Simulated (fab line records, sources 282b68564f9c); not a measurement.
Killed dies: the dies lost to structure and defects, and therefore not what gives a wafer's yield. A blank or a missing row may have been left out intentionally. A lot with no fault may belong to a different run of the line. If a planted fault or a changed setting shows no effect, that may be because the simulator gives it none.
A struck lot beside a sound one | flow rit cmos | 21 out of 202 route steps
Sound: wafers L254.1, L254.5, L254.6. The struck wafers were L264.1, L264.3, L264.6. At the end, the cause is stated.
Each step with rows lists, per side, the tool, then ch with its chambers, then its first start. Under that, the readings that differ: sound wafers | struck wafers | difference of the means | sigmas: that difference in standard deviations of wafers without a fault.
alike: words and numbers the same on both sides, and readings whose means are apart by under 2 such deviations; not compared: readings that were withheld, readings missing a value for some wafer, numbers with overlapping values and no deviation given by the record, and bounds like >300 which may hide the same value.
Wherever a step has rows on one side only, a row that says differs or no value, or a row with sigmas, the two part there. When numbers do not overlap yet have no deviation, they are printed without sigmas and do not part them. Lack of a reading on every wafer of one side parts them only where that side has two or more wafers.

RIT_GATE_CD_MEAS_16 targets a cd of 150 nm.
  sound: cd sem-02 at day 2 21:13; struck: cd sem-02 at day 4 19:14
  alike: cd nm
RIT_GATE_OVL_MEAS_17:
  sound: overlay-01 at day 2 21:20; struck: overlay-01 at day 4 19:22
  alike: GATE_OVL
then, 1 step without rows for these wafers: RIT_GATE_HARDBAKE_18 (time 60 s).
RIT_GATE_ETCH_19: etches poly-Si in SF6/CHF3/O2, stops on SiO2, time 165 s, target depth 312.5 nm.
  sound on rie si-01 ch 2,3, day 2 21:31; struck on rie si-02 ch 2,3, day 4 19:33
  reading               | sound             | struck            | difference | sigmas
  oes product au (a.u.) | 0.839 0.862 0.844 | 0.876 0.893 0.874 | +0.033     | +2
  alike: drypump motor current A, throttle valve pct
  not compared: rf hours counter h
RIT_GATE_STRIP_20: strips in O2, time 180 s.
  sound on plasma asher-03 ch 0,1, day 2 21:37; struck on plasma asher-04 ch 1, day 4 19:40
  alike: drypump motor current A
  not compared: rf hours counter h
RIT_GATE_CD_MEAS_90 targets a cd of 150 nm.
  sound: cd sem-01 at day 2 21:48; struck: cd sem-01 at day 4 19:50
  alike: cd nm
then, 4 steps without rows for these wafers: RIT_REOX_CLEAN_00 (cleans in SC1, time 600 s); RIT_REOX_CLEAN_01 (cleans in dHF, time 30 s); RIT_REOX_CLEAN_02 (cleans in SC2, time 600 s); RIT_REOX_OXIDATION_03 (target thk 25.2 nm, ox time 5580 s).
RIT_REOX_THK_MEAS_04:
  sound: film metro-04 at day 3 01:36; struck: film metro-03 at day 4 22:59
  alike: REOX_OXIDE_THK
then, 1 step without rows for these wafers: RIT_NLDD_HMDS_00 (prime time 60 s).
RIT_NLDD_COAT_01: resist thk 1000 nm.
  sound on litho track-03 ch 0, day 3 01:49; struck on litho track-02 ch 0, day 4 23:26
  reading                                   | sound             | struck         | difference | sigmas
  model.NOVOLAK_of_NLDD_COAT_01.thk nm (nm) | 996.1 996.8 997.9 | 1014 1012 1009 | +15        |
  alike: chill plate temp C
then, 4 steps without rows for these wafers: RIT_NLDD_SOFTBAKE_02 (time 60 s); RIT_NLDD_EXPOSE_03 (exposes mask M7, target cd 40700 nm); RIT_NLDD_PEB_04; RIT_NLDD_DEVELOP_05 (develop time 50 s).
RIT_NLDD_OVL_MEAS_06:
  sound: overlay-02 at day 3 02:38; struck: overlay-01 at day 5 00:08
  alike: NLDD_OVL
RIT_NLDD_HARDBAKE_07: time 60 s.
  sound on litho track-02 ch 0, day 3 02:40; struck on litho track-02 ch 0, day 5 00:11
  reading                                   | sound         | struck          | difference | sigmas
  model.NOVOLAK_of_NLDD_COAT_01.thk nm (nm) | 880.4 881 882 | 896 894.2 891.3 | +13        |
  alike: chill plate temp C
next, for these wafers, 1 step has no rows: RIT_NLDD_IMPLANT_08.
RIT_M1_PROBE_99:
  the record has rows for the sound wafers here (prober-01, day 3 18:52) and none for the struck ones

## WHERE THEY PART
First at RIT_GATE_ETCH_19; last, within this record, at RIT_M1_PROBE_99.

WHY: what had been put in by the simulator
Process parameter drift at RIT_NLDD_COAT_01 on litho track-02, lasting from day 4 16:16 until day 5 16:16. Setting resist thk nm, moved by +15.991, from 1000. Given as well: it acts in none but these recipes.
